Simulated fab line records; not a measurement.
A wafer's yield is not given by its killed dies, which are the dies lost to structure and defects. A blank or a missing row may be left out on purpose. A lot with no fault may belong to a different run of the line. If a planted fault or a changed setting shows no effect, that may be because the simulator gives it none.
Chamber matching || flow berkeley_cmos170 || rie_diel-04 running UCB170_NWELL_ETCH_13: 4 sister chambers
The step etches Si3N4 in CH3F/Ar/O2, stops on SiO2, target depth 246.4 nm, time 154 s. 14 wafers are shown with their chamber, then 7 later ones without.

== WAFERS, EACH WITH ITS CHAMBER ==
{"wafer": "L257.1", "chamber": 3, "drypump_motor_current_A (A)": 5.8, "throttle_valve_pct (%)": 8.15, "oes_product_au (a.u.)": 0.939}
{"wafer": "L257.4", "chamber": 0, "drypump_motor_current_A (A)": 5.2, "throttle_valve_pct (%)": 7.83, "oes_product_au (a.u.)": 0.949}
{"wafer": "L257.6", "chamber": 2, "drypump_motor_current_A (A)": 6.4, "throttle_valve_pct (%)": 7.97, "oes_product_au (a.u.)": 0.926}
{"wafer": "L258.2", "chamber": 1, "drypump_motor_current_A (A)": 6.0, "throttle_valve_pct (%)": 7.93, "oes_product_au (a.u.)": 0.967}
{"wafer": "L258.4", "chamber": 2, "drypump_motor_current_A (A)": 6.4, "throttle_valve_pct (%)": 7.96, "oes_product_au (a.u.)": 0.932}
{"wafer": "L258.5", "chamber": 2, "drypump_motor_current_A (A)": 6.5, "throttle_valve_pct (%)": 7.98, "oes_product_au (a.u.)": 0.920}
{"wafer": "L260.3", "chamber": 3, "drypump_motor_current_A (A)": 5.8, "throttle_valve_pct (%)": 8.15, "oes_product_au (a.u.)": 0.949}
{"wafer": "L260.5", "chamber": 2, "drypump_motor_current_A (A)": 6.4, "throttle_valve_pct (%)": 7.96, "oes_product_au (a.u.)": 0.927}
{"wafer": "L260.6", "chamber": 3, "drypump_motor_current_A (A)": 5.8, "throttle_valve_pct (%)": 8.18, "oes_product_au (a.u.)": 0.958}
{"wafer": "L261.1", "chamber": 3, "drypump_motor_current_A (A)": 5.8, "throttle_valve_pct (%)": 8.16, "oes_product_au (a.u.)": 0.950}
{"wafer": "L261.4", "chamber": 2, "drypump_motor_current_A (A)": 6.4, "throttle_valve_pct (%)": 7.97, "oes_product_au (a.u.)": 0.927}
{"wafer": "L261.6", "chamber": 0, "drypump_motor_current_A (A)": 5.2, "throttle_valve_pct (%)": 7.80, "oes_product_au (a.u.)": 0.950}
{"wafer": "L265.1", "chamber": 3, "drypump_motor_current_A (A)": 5.8, "throttle_valve_pct (%)": 8.16, "oes_product_au (a.u.)": 0.939}
{"wafer": "L265.4", "chamber": 0, "drypump_motor_current_A (A)": 5.2, "throttle_valve_pct (%)": 7.82, "oes_product_au (a.u.)": 0.939}

SIGNATURES, as means of the wafers listed above
{"reading": "drypump_motor_current_A", "chamber 0": 5.200, "chamber 1": 6.000, "chamber 2": 6.420, "chamber 3": 5.800, "scatter within a chamber": 0.0283}
{"reading": "throttle_valve_pct", "chamber 0": 7.8167, "chamber 1": 7.9300, "chamber 2": 7.9680, "chamber 3": 8.1600, "scatter within a chamber": 0.0116}
{"reading": "oes_product_au", "chamber 0": 0.94600, "chamber 1": 0.96700, "chamber 2": 0.92640, "chamber 3": 0.94700, "scatter within a chamber": 0.0064}
Rule: for each reading, subtract the chamber's mean from the wafer's reading, divide by that reading's scatter and square the result; add these up over the readings and take the root, which gives the wafer's distance from the chamber. If the next closest chamber is less than 2 further off than the closest, the wafer can't be placed; otherwise it belongs to the closest. The scatter: take each reading less its chamber's mean, square it, sum over the shown wafers, divide by the number of wafers less the number of chambers, and take the root.

== WAFERS WHOSE CHAMBER IS MISSING ==
{"wafer": "L265.6", "drypump_motor_current_A (A)": 6.0, "throttle_valve_pct (%)": 7.94, "oes_product_au (a.u.)": 0.945}
{"wafer": "L267.3", "drypump_motor_current_A (A)": 6.0, "throttle_valve_pct (%)": 7.94, "oes_product_au (a.u.)": 0.947}
{"wafer": "L267.4", "drypump_motor_current_A (A)": 5.8, "throttle_valve_pct (%)": 8.16, "oes_product_au (a.u.)": 0.948}
{"wafer": "L267.5", "drypump_motor_current_A (A)": 5.2, "throttle_valve_pct (%)": 7.83, "oes_product_au (a.u.)": 0.946}
{"wafer": "L276.2", "drypump_motor_current_A (A)": 5.2, "throttle_valve_pct (%)": 7.82, "oes_product_au (a.u.)": 0.948}
{"wafer": "L276.4", "drypump_motor_current_A (A)": 6.4, "throttle_valve_pct (%)": 7.96, "oes_product_au (a.u.)": 0.921}
{"wafer": "L276.6", "drypump_motor_current_A (A)": 5.8, "throttle_valve_pct (%)": 8.15, "oes_product_au (a.u.)": 0.944}

== WHICH CHAMBER EACH ONE RAN IN ==
{"wafer": "L265.6", "from the rows above": 1, "in truth": 1}
{"wafer": "L267.3", "from the rows above": 1, "in truth": 1}
{"wafer": "L267.4", "from the rows above": 3, "in truth": 3}
{"wafer": "L267.5", "from the rows above": 0, "in truth": 0}
{"wafer": "L276.2", "from the rows above": 0, "in truth": 0}
{"wafer": "L276.4", "from the rows above": 2, "in truth": 2}
{"wafer": "L276.6", "from the rows above": 3, "in truth": 3}
Correctly placed: 7 of 7. Number that these rows cannot place: 0. 0 placed wrongly.
